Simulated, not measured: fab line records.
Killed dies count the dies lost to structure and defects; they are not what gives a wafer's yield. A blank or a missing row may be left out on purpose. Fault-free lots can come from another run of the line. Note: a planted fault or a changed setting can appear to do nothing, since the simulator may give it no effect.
Which tool is to blame? ; flow rit_cmos ; Sampling: 15 lots, 45 wafers, 3 of 202 route steps

## WHAT THE GAUGES SHOWED, per wafer
RIT_PSD_TW_MEAS_10.
lot;measured;on;PSD_TW
L774;day 3 06:23;film_metro-02;3390 3411 3401
L775;day 3 10:07;film_metro-04;3437 3448 3420
L777;day 3 19:04;film_metro-01;3374 3365 3355
L778;day 4 00:01;film_metro-04;3457 3450 3442
L779;day 4 04:54;film_metro-02;3412 3408 3399
L780;day 4 08:40;film_metro-02;3403 3387 3414
L781;day 4 13:20;film_metro-04;3455 3444 3458
L784;day 5 07:34;film_metro-01;3359 3375 3376
L785;day 5 11:55;film_metro-01;3375 3374 3368
L786;day 5 15:34;film_metro-04;3593 3598 3611 3592 3614 3591
L787;day 5 19:01;film_metro-02;3570 3554 3555 3542 3542 3563
L788;day 6 08:01;film_metro-01;3499 3506 3499
L789;day 6 14:43;film_metro-04;3447 3450 3434
L794;day 7 14:29;film_metro-01;3416 3401 3406
L795;day 7 18:35;film_metro-04;3465 3454 3450

RIT_SDANNEAL_RS_MEAS_04: measures by four-point-probe.
lot;measured;on;PSD_RS (ohm/sq)
L774;day 3 06:52;film_metro-04;115.88 116.15 115.81
L775;day 3 10:58;film_metro-02;115.70 115.40 115.65
L777;day 3 19:34;film_metro-02;115.88 115.43 115.49
L778;day 4 00:31;film_metro-02;115.62 115.53 115.57
L779;day 4 05:24;film_metro-01;115.52 115.80 115.95
L780;day 4 09:09;film_metro-04;115.90 116.70 116.02
L781;day 4 13:51;film_metro-01;116.36 116.18 116.18
L784;day 5 08:02;film_metro-04;115.81 115.94 115.59
L785;day 5 12:25;film_metro-02;115.55 115.77 115.51
L786;day 5 17:32;film_metro-01;107.64 107.71 107.89 107.83 107.41 107.84
L787;day 5 22:36;film_metro-04;107.99 107.97 107.98 108.07 107.98 107.92
L788;day 6 08:31;film_metro-02;108.60 108.20 108.40 108.60 108.18 108.29
L789;day 6 15:12;film_metro-02;116.07 115.69 116.05
L794;day 7 15:00;film_metro-04;116.11 116.37 116.29
L795;day 7 19:07;film_metro-04;116.25 115.57 115.57

## WHAT TOOL EACH LOT RAN ON (gives the tool, then ch and the chambers of the sampled wafers, and finally the start)
lot;RIT_PSD_IMPLANT_08
L774;implanter-02 ch 0, day 3 06:04
L775;implanter-02 ch 0, day 3 09:48
L777;implanter-02 ch 0, day 3 18:46
L778;implanter-04 ch 0, day 3 23:43
L779;implanter-04 ch 0, day 4 04:36
L780;implanter-02 ch 0, day 4 08:21
L781;implanter-03 ch 0, day 4 13:01
L784;implanter-03 ch 0, day 5 07:14
L785;implanter-04 ch 0, day 5 11:36
L786;implanter-04 ch 0, day 5 15:14
L787;implanter-04 ch 0, day 5 18:41
L788;implanter-04 ch 0, day 6 07:33
L789;implanter-02 ch 0, day 6 14:24
L794;implanter-03 ch 0, day 7 14:09
L795;implanter-03 ch 0, day 7 18:17
- RIT_PSD_IMPLANT_08

## WHAT THE TOOLS THEMSELVES READ (means of the sampled wafers that have a number; where no wafer has one, the mark that the record gives instead)
RIT_PSD_IMPLANT_08.
lot;tool;beam_on_s (s);dose_ions_cm2;end_station_pressure_torr (Torr)
L774;implanter-02;13.5;4.995e+15;1.31e-05
L775;implanter-02;13.8;5.003e+15;1.37e-05
L777;implanter-02;13.3;4.997e+15;1.33e-05
L778;implanter-04;13.5;4.991e+15;1.36e-05
L779;implanter-04;13.4;4.999e+15;1.45e-05
L780;implanter-02;13.6;5.010e+15;1.37e-05
L781;implanter-03;12.5;4.995e+15;1.47e-05
L784;implanter-03;12.9;5.000e+15;1.40e-05
L785;implanter-04;13.6;5.002e+15;1.35e-05
L786;implanter-04;25.5;9.502e+15;1.18e-05
L787;implanter-04;25.3;9.498e+15;1.18e-05
L788;implanter-04;25.4;9.496e+15;1.16e-05
L789;implanter-02;13.9;4.999e+15;1.33e-05
L794;implanter-03;12.9;5.004e+15;1.42e-05
L795;implanter-03;12.9;5.005e+15;1.36e-05

## THE ANSWER, worked out from the rows above alone
Rule: usual is defined by the lots themselves. Put in order of their means at a reading, lots are off if they are a third of the lots or fewer, leave a main group of 4 or more, and stand apart from it by a gap of 3 or more times the standard deviation of the main group's means; of several such gaps the widest counts. The tables above print the reading to a certain number of digits; a main group whose means all agree to those digits is not used. Also off: a lot with no number at a reading for which 4 or more lots have one. All remaining lots with rows at the step are treated as sound. First the gauges in route order, then the tools' own readings, where a lot's mean is used as printed above. The first step at which some lot is off is used, and at that step the reading that is off furthest; a lot without a number counts as furthest.
Off: at RIT_SDANNEAL_RS_MEAS_04 (PSD_RS), L786, L787, L788. The main group has a mean of 115.86 ohm/sq with a standard deviation of 0.25.
A tool fits if, at a process step before that reading, it ran every lot that is off, and no sound lot after the first of them. Not tried: the gauges at RIT_SDANNEAL_RS_MEAS_04; whatever is off there is also off at RIT_PSD_IMPLANT_08, on other tools, and gauge error can't account for it. One fits: RIT_PSD_IMPLANT_08 on implanter-04. A fault onset in the window from L785 (day 5 11:36, its last sound lot) to L786 (day 5 15:14, its first lot off) fits.
The tool's own readings at RIT_PSD_IMPLANT_08 bear it out: on the lots that are off they differ by more than 5 times the standard deviation of the sound lots' means. beam_on_s reads 25.4 s there against 13.3 s on the sound lots; dose_ions_cm2 reads 9.499e+15 there against 5.000e+15 on the sound lots.

## WHAT THE SIMULATOR HAD PUT IN
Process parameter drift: implanter-04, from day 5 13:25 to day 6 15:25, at RIT_PSD_IMPLANT_08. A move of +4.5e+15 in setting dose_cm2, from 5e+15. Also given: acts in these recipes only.
Lots struck among those shown: L786, L787, L788. The rule above found the same.
